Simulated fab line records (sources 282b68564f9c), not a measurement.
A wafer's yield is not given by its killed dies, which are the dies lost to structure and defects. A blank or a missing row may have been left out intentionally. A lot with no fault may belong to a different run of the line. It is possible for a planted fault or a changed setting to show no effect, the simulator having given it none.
fab line records + flow rit-cmos
record:
- lots: 5
- wafers: 15
- last-day: 7
route steps=202 shown GATE@83 M1@202
lots that met no fault: from a run of the same line without faults
start-h: hours from the record's opening day to when the first of the lot's shown wafers began + wait-h: hours elapsed since this lot's preceding step + " unchanged from the row above + L1.1+2: several wafers, shown together as one row + - value missing, or start not given + * or withheld: withheld + < > ~ a bound
route shown NAME@n: NAME is a module with steps in the file, n the number in the route of the first one + usual: the fault-free wafers' mean and standard deviation + same: alike in all rows + chamber/n: place in a boat + sites: per-site readings + _std_site: the standard deviation of these + _edge_site: mean of outer sites minus mean of inner sites + radius-mm: for every site, how far away it sits from the centre of the wafer + mask NAME#n: copy n + behind: the most recent tool/chamber to have shaped the wafer + hold: why the lot was held/for how many hours/how that ended + device: which transistor (n, p or np) failed to switch + end of line: at the end of the route, the tests of the same wafers + where a step has no rows: the recipe by itself + killed: dies lost to structure and defects at the first sort, not the wafer's yield + map: a wafer's dies, x killed, . not, _ none there
set.NAME: the setting the step ran with; set.NAME@STEP: the setting that earlier step ran with + model.NAME: the simulator's own value behind a step, which no gauge read
lots at some steps of the route; a table a step, a row a wafer
services: the hour from which a tool's chamber was out of use, counted from the record's first day as start-h (under 0 if before that day), plus the number of hours and why
== steps ==
step: RIT_GATE_THK_MEAS_07
recipe:
- reads: SiO2_of_GATE_OXIDATION_05
usual:
- GATE_OXIDE_THK: 3.00/0.053
| lot.wafer | tool          | chamber | start-h | wait-h | GATE_OXIDE_THK[nm] |
|-----------|---------------|---------|---------|--------|--------------------|
| L818.1    | film-metro-03 | -       | 60.09   | 0.0    | 3.04               |
| L818.2    | "             | -       | "       | "      | 3.04               |
| L818.4    | "             | -       | "       | "      | 2.99               |
| L823.3    | film-metro-03 | -       | 87.57   | 0.0    | 2.98               |
| L823.4    | "             | -       | "       | "      | 3.02               |
| L823.5    | "             | -       | "       | "      | 2.96               |
| L827.2    | film-metro-03 | -       | 108.11  | 0.0    | 2.99               |
| L827.5    | "             | -       | "       | "      | 2.95               |
| L827.6    | "             | -       | "       | "      | 2.96               |
| L834.1    | film-metro-04 | -       | 143.75  | 0.0    | 3.00               |
| L834.5    | "             | -       | "       | "      | 3.01               |
| L834.6    | "             | -       | "       | "      | 3.10               |
| L836.3    | film-metro-04 | -       | 156.42  | 0.0    | 2.85               |
| L836.4    | "             | -       | "       | "      | 2.84               |
| L836.5    | "             | -       | "       | "      | 2.91               |
step: RIT_GATE_CVD_08
recipe:
- material: poly-Si
- target-thk-nm: 250
- temp-c: 610
- precursor: SiH4
- time-s: 2220
- pressure-mtorr: 300
- sih4-flow-sccm: 100
step: RIT_GATE_THK_MEAS_09
recipe:
- reads: poly-Si_of_GATE_CVD_08
usual:
- GATE_POLY_THK: 250.5/2.3
| lot.wafer | tool          | chamber | start-h | wait-h | GATE_POLY_THK[nm] |
|-----------|---------------|---------|---------|--------|-------------------|
| L818.1    | film-metro-03 | -       | 61.86   | 0.0    | 248.3             |
| L818.2    | "             | -       | "       | "      | 248.7             |
| L818.4    | "             | -       | "       | "      | 246.2             |
| L823.3    | film-metro-04 | -       | 89.24   | 0.0    | 250.8             |
| L823.4    | "             | -       | "       | "      | 250.3             |
| L823.5    | "             | -       | "       | "      | 252.5             |
| L827.2    | film-metro-02 | -       | 111.00  | 0.0    | 253.3             |
| L827.5    | "             | -       | "       | "      | 252.0             |
| L827.6    | "             | -       | "       | "      | 251.1             |
| L834.1    | film-metro-03 | -       | 145.46  | 0.0    | 250.1             |
| L834.5    | "             | -       | "       | "      | 247.9             |
| L834.6    | "             | -       | "       | "      | 248.3             |
| L836.3    | film-metro-03 | -       | 158.10  | 0.0    | 249.4             |
| L836.4    | "             | -       | "       | "      | 249.9             |
| L836.5    | "             | -       | "       | "      | 248.2             |
step: RIT_GATE_HMDS_10
recipe:
- prime-time-s: 60
- prime-temp-c: 140
step: RIT_GATE_COAT_11
recipe:
- resist: NOVOLAK
- spin-rpm: 4250
- resist-thk-nm: 850
step: RIT_GATE_SOFTBAKE_12
recipe:
- resist: NOVOLAK
- temp-c: 90
- time-s: 59.16
step: RIT_GATE_EXPOSE_13
recipe:
- mask-id: M6
- na: 0.6
- source-shape: conventional
- sigma-outer: 0.6
- target-cd-nm: 150
- dose-mj: 380
step: RIT_GATE_PEB_14
recipe:
- resist: NOVOLAK
- temp-c: withheld
- time-s: withheld
step: RIT_GATE_DEVELOP_15
recipe:
- resist: NOVOLAK
- develop-time-s: 50
- dev-temp-c: 23
step: RIT_GATE_CD_MEAS_16
recipe:
- target-cd-nm: 150
usual:
- cd-nm: 149.0/2.2
| lot.wafer | tool      | chamber | start-h | wait-h | cd-nm |
|-----------|-----------|---------|---------|--------|-------|
| L818.1    | cd-sem-01 | -       | 62.77   | -      | 145.4 |
| L818.2    | "         | -       | "       | "      | 143.8 |
| L818.4    | "         | -       | "       | "      | 146.6 |
| L823.3    | cd-sem-01 | -       | 90.30   | -      | 151.7 |
| L823.4    | "         | -       | "       | "      | 150.6 |
| L823.5    | "         | -       | "       | "      | 149.4 |
| L827.2    | cd-sem-02 | -       | 111.92  | -      | 149.1 |
| L827.5    | "         | -       | "       | "      | 151.2 |
| L827.6    | "         | -       | "       | "      | 147.1 |
| L834.1    | cd-sem-02 | -       | 146.37  | -      | 143.0 |
| L834.5    | "         | -       | "       | "      | 144.7 |
| L834.6    | "         | -       | "       | "      | 145.8 |
| L836.3    | cd-sem-02 | -       | 159.03  | -      | 143.5 |
| L836.4    | "         | -       | "       | "      | 146.4 |
| L836.5    | "         | -       | "       | "      | 145.7 |
step: RIT_GATE_OVL_MEAS_17
usual:
- GATE_OVL: -0.6/1.4
| lot.wafer | tool       | chamber | start-h | wait-h | GATE_OVL[nm] |
|-----------|------------|---------|---------|--------|--------------|
| L818.1    | overlay-01 | -       | 62.89   | 0.1    | 0.1          |
| L818.2    | "          | -       | "       | "      | -0.7         |
| L818.4    | "          | -       | "       | "      | 1.0          |
| L823.3    | overlay-02 | -       | 90.39   | 0.1    | 2.9          |
| L823.4    | "          | -       | "       | "      | 3.8          |
| L823.5    | "          | -       | "       | "      | 0.4          |
| L827.2    | overlay-02 | -       | 112.03  | 0.1    | -1.2         |
| L827.5    | "          | -       | "       | "      | -0.9         |
| L827.6    | "          | -       | "       | "      | -0.7         |
| L834.1    | overlay-01 | -       | 146.49  | 0.1    | -1.9         |
| L834.5    | "          | -       | "       | "      | -1.5         |
| L834.6    | "          | -       | "       | "      | -1.2         |
| L836.3    | overlay-02 | -       | 159.12  | 0.1    | -0.4         |
| L836.4    | "          | -       | "       | "      | 0.4          |
| L836.5    | "          | -       | "       | "      | -1.6         |
step: RIT_GATE_HARDBAKE_18
recipe:
- resist: NOVOLAK
- temp-c: 140
- time-s: 60
step: RIT_GATE_ETCH_19
recipe:
- chemistry: SF6/CHF3/O2
- time-s: 165
- SF6_flow_sccm: 30
- CHF3_flow_sccm: 30
- O2_flow_sccm: 5
- target: poly-Si
- pressure-mtorr: 40
- rf-w: 160
- target-depth-a: 3125
- over-etch-frac: 0.25
- stop-on: SiO2
usual:
- drypump-motor-current-A: 6.0/0.32
- oes-product-au: 0.848/0.0095
- over-etch-frac: 0.25/0
- rf-fwd-power-W: 159.2/0.51
- throttle-valve-pct: 10.30/0.14
| lot.wafer | tool      | chamber | start-h | wait-h | drypump-motor-current-A | oes-product-au | over-etch-frac | rf-fwd-power-W | rf-hours-counter-h | throttle-valve-pct |
|-----------|-----------|---------|---------|--------|-------------------------|----------------|----------------|----------------|--------------------|--------------------|
| L818.1    | rie-si-01 | 0       | 63.32   | 0.1    | 5.7                     | 0.837          | 0.25           | 160.2          | 4                  | 10.34              |
| L818.2    | "         | 1       | "       | "      | 6.4                     | 0.848          | 0.25           | 158.5          | 0                  | 10.21              |
| L818.4    | "         | 0       | "       | "      | 5.7                     | 0.833          | 0.25           | 158.6          | -                  | 10.36              |
| L823.3    | rie-si-02 | 0       | 90.56   | 0.1    | 5.9                     | 0.834          | 0.25           | 158.4          | 98                 | 10.49              |
| L823.4    | "         | 1       | "       | "      | 5.8                     | 0.843          | 0.25           | 158.4          | -                  | 10.34              |
| L823.5    | "         | 3       | "       | "      | 6.1                     | 0.867          | 0.25           | 159.3          | -                  | 10.43              |
| L827.2    | rie-si-02 | 0       | 112.21  | 0.1    | 5.9                     | 0.849          | 0.25           | 157.9          | 99                 | 10.51              |
| L827.5    | "         | 3       | "       | "      | 6.1                     | 0.882          | 0.21271        | 159.2          | -                  | 10.44              |
| L827.6    | "         | 0       | "       | "      | 5.9                     | 0.840          | 0.25           | 158.5          | -                  | 10.50              |
| L834.1    | rie-si-01 | 1       | 146.68  | 0.1    | 6.4                     | 0.845          | 0.25           | 158.5          | 1                  | 10.22              |
| L834.5    | "         | 0       | "       | "      | 5.7                     | 0.840          | 0.25           | 159.2          | -                  | 10.34              |
| L834.6    | "         | 3       | "       | "      | 6.3                     | 0.855          | 0.25           | 159.8          | -                  | 10.18              |
| L836.3    | rie-si-01 | 3       | 159.29  | 0.1    | 6.4                     | 0.846          | 0.25           | 159.5          | 30                 | 10.18              |
| L836.4    | "         | 0       | "       | "      | 5.7                     | 0.836          | 0.25           | 158.9          | 5                  | 10.34              |
| L836.5    | "         | 0       | "       | "      | 5.7                     | 0.841          | 0.25           | 159.5          | -                  | 10.34              |
step: RIT_GATE_STRIP_20
recipe:
- chemistry: O2
- time-s: 180
- resist: NOVOLAK
- platen-temp-c: withheld
- power-w: 500
- pressure-mtorr: 4000
- o2-flow-sccm: 4000
usual:
- drypump-motor-current-A: 6.09/0.19
| lot.wafer | tool            | chamber | start-h | wait-h | drypump-motor-current-A | rf-hours-counter-h |
|-----------|-----------------|---------|---------|--------|-------------------------|--------------------|
| L818.1    | plasma-asher-03 | 1       | 63.42   | 0.1    | 6.01                    | 29                 |
| L818.2    | "               | 0       | "       | "      | 6.14                    | 29                 |
| L818.4    | "               | 1       | "       | "      | 5.98                    | -                  |
| L823.3    | plasma-asher-03 | 1       | 90.73   | 0.1    | 5.98                    | -                  |
| L823.4    | "               | 0       | "       | "      | 6.12                    | -                  |
| L823.5    | "               | 0       | "       | "      | 6.15                    | -                  |
| L827.2    | plasma-asher-04 | 1       | 112.31  | 0.1    | 6.40                    | 45                 |
| L827.5    | "               | 1       | "       | "      | 6.39                    | -                  |
| L827.6    | "               | 0       | "       | "      | 6.09                    | -                  |
| L834.1    | plasma-asher-04 | 0       | 146.79  | 0.1    | 6.04                    | 49                 |
| L834.5    | "               | 0       | "       | "      | 6.07                    | -                  |
| L834.6    | "               | 1       | "       | "      | 6.46                    | -                  |
| L836.3    | plasma-asher-03 | 1       | 159.46  | 0.1    | 5.99                    | -                  |
| L836.4    | "               | 0       | "       | "      | 6.15                    | -                  |
| L836.5    | "               | 1       | "       | "      | 5.97                    | -                  |
step: RIT_M1_PROBE_99
usual:
- killed-at-front-end: 6.6/2.8
- killed-dies: 6.6/2.8
- killed-open: 3.3/1.9
- killed-short: 3.2/1.8
same:
- gross-dies: 264
- killed_at_M0_to_M3: 0
- killed_at_M4_up: 0
- killed-at-back-side: 0
- killed-at-contacts: 0
- killed-at-other: 0
| lot.wafer | tool      | chamber | start-h | wait-h | killed-at-front-end | killed-dies | killed-open | killed-short |
|-----------|-----------|---------|---------|--------|---------------------|-------------|-------------|--------------|
| L818.1    | prober-01 | -       | 84.81   | 0.1    | 4                   | 4           | 0           | 4            |
| L818.2    | prober-01 | -       | 84.86   | 0.1    | 10                  | 10          | 9           | 1            |
| L818.4    | prober-01 | -       | 84.96   | 0.2    | 6                   | 6           | 4           | 2            |
| L823.3    | prober-02 | -       | 111.61  | 0.2    | 3                   | 3           | 2           | 1            |
| L823.4    | prober-02 | -       | 111.66  | 0.2    | 4                   | 4           | 2           | 2            |
| L823.5    | prober-02 | -       | 111.71  | 0.2    | 8                   | 8           | 5           | 3            |
| L827.2    | prober-02 | -       | 135.92  | 0.1    | 5                   | 5           | 3           | 2            |
| L827.5    | prober-02 | -       | 136.07  | 0.2    | 9                   | 9           | 3           | 4            |
| L827.6    | prober-02 | -       | 136.12  | 0.2    | 6                   | 6           | 2           | 4            |
| L834.1    | prober-01 | -       | 170.63  | 0.1    | 12                  | 12          | 5           | 6            |
| L834.5    | prober-01 | -       | 170.83  | 0.2    | 12                  | 12          | 6           | 6            |
| L834.6    | prober-01 | -       | 170.88  | 0.2    | 9                   | 9           | 4           | 5            |
| L836.3    | prober-01 | -       | 179.04  | 0.2    | 8                   | 8           | 3           | 5            |
| L836.4    | prober-01 | -       | 179.09  | 0.2    | 8                   | 8           | 5           | 3            |
| L836.5    | prober-01 | -       | 179.14  | 0.2    | 5                   | 5           | 2           | 3            |
killed by level:class
L818.1 SILICIDE:geometric-particle:short=3 FOX1:geometric-particle:short=1
L818.2 FOX1:geometric-particle:open=5 SILICIDE:geometric-particle:open=2 FOX2:geometric-particle:open=1 REOX:geometric-particle:open=1 SILICIDE:geometric-particle:short=1
L818.4 GATE:geometric-particle:open=2 REOX:geometric-particle:open=2 FOX1:geometric-particle:short=1 GATE:geometric-particle:short=1
L823.3 FOX1:geometric-particle:open=1 GATE:geometric-particle:open=1 GATE:geometric-particle:short=1
L823.4 FOX1:geometric-particle:open=2 GATE:geometric-particle:short=1 SPACER:geometric-particle:short=1
L823.5 REOX:geometric-particle:open=2 SILICIDE:geometric-particle:short=2 SILICIDE:geometric-particle:open=2 FOX1:geometric-particle:short=1 GATE:geometric-particle:open=1
L827.2 GATE:geometric-particle:open=2 REOX:geometric-particle:short=1 SPACER:geometric-particle:open=1 SILICIDE:geometric-particle:short=1
L827.5 REOX:geometric-particle:short=3 GATE:geometric-particle:open=2 NSD:coat-microbubble-printed=2 SPACER:geometric-particle:open=1 SILICIDE:geometric-particle:short=1
L827.6 GATE:geometric-particle:open=2 GATE:geometric-particle:short=1 REOX:geometric-particle:short=1 SPACER:geometric-particle:short=1 SILICIDE:geometric-particle:short=1
L834.1 FOX1:geometric-particle:short=2 GATE:geometric-particle:short=2 GATE:geometric-particle:open=2 SPACER:geometric-particle:open=2 SILICIDE:geometric-particle:short=1 REOX:geometric-particle:open=1 SPACER:geometric-particle:short=1 NLDD:coat-microbubble-printed=1
L834.5 GATE:geometric-particle:short=4 GATE:geometric-particle:open=2 ACTIVE:geometric-particle:open=1 FOX1:geometric-particle:short=1 REOX:geometric-particle:open=1 SPACER:geometric-particle:open=1 SPACER:geometric-particle:short=1 SILICIDE:geometric-particle:open=1
L834.6 GATE:geometric-particle:open=3 GATE:geometric-particle:short=3 FOX1:geometric-particle:short=1 REOX:geometric-particle:open=1 SPACER:geometric-particle:short=1
L836.3 FOX1:geometric-particle:short=2 SPACER:geometric-particle:open=2 SILICIDE:geometric-particle:short=2 GATE:geometric-particle:open=1 SPACER:geometric-particle:short=1
L836.4 FOX2:geometric-particle:open=2 GATE:geometric-particle:open=2 FOX1:geometric-particle:short=1 FOX2:geometric-particle:short=1 SPACER:geometric-particle:open=1 SPACER:geometric-particle:short=1
L836.5 SPACER:geometric-particle:short=2 FOX2:geometric-particle:open=1 GATE:geometric-particle:short=1 SILICIDE:geometric-particle:open=1
== services ==
| tool            | chamber | start-h | hours | kind           |
|-----------------|---------|---------|-------|----------------|
| rie-si-01       | 0       | 43.35   | 1.8   | repair         |
| rie-si-01       | 2       | 53.24   | -     | clean          |
| rie-si-01       | 2       | 53.24   | 26.2  | scheduled-down |
| rie-si-01       | 2       | 53.24   | 26.2  | vent-cycle     |
| plasma-asher-03 | -       | 57.27   | 5.9   | repair         |
| rie-si-02       | 3       | 63.58   | -     | clean          |
| rie-si-02       | 3       | 63.58   | 22.2  | scheduled-down |
| rie-si-02       | 3       | 63.58   | 22.2  | vent-cycle     |
| rie-si-02       | 2       | 89.36   | -     | clean          |
| rie-si-02       | 2       | 89.36   | 14.7  | scheduled-down |
| rie-si-02       | 2       | 89.36   | 14.7  | vent-cycle     |
| rie-si-02       | -       | 113.07  | 2.8   | pm             |
| rie-si-01       | 3       | 141.56  | 3.6   | repair         |
== key ==
first-sign:
- step: RIT_GATE_ETCH_19
- reading: over-etch-frac
- direction: down
- sigmas: 99+
- usual: 0.25
- struck: 0.21271
effect none on later readings
met-at RIT_GATE_ETCH_19
struck-wafers L827.5
tester-left-out L827
onset-between 90.56 112.21
fault:
- kind: process-parameter-drift
- tool: rie-si-02
- chamber: 3
- onset-h: 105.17
- steps: RIT_GATE_ETCH_19
- channel: over-etch-frac
- offset: -0.037285
- shape: step
- end-h: 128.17
- stated: 0.25
tester-left-out: of these lots the tester's yield and bins aren't shown, on N5 and GAA mostly nor the transistor test; their killed dies are dies lost to structure and defects alone, not to doping, threshold or leakage, so they don't give the yield
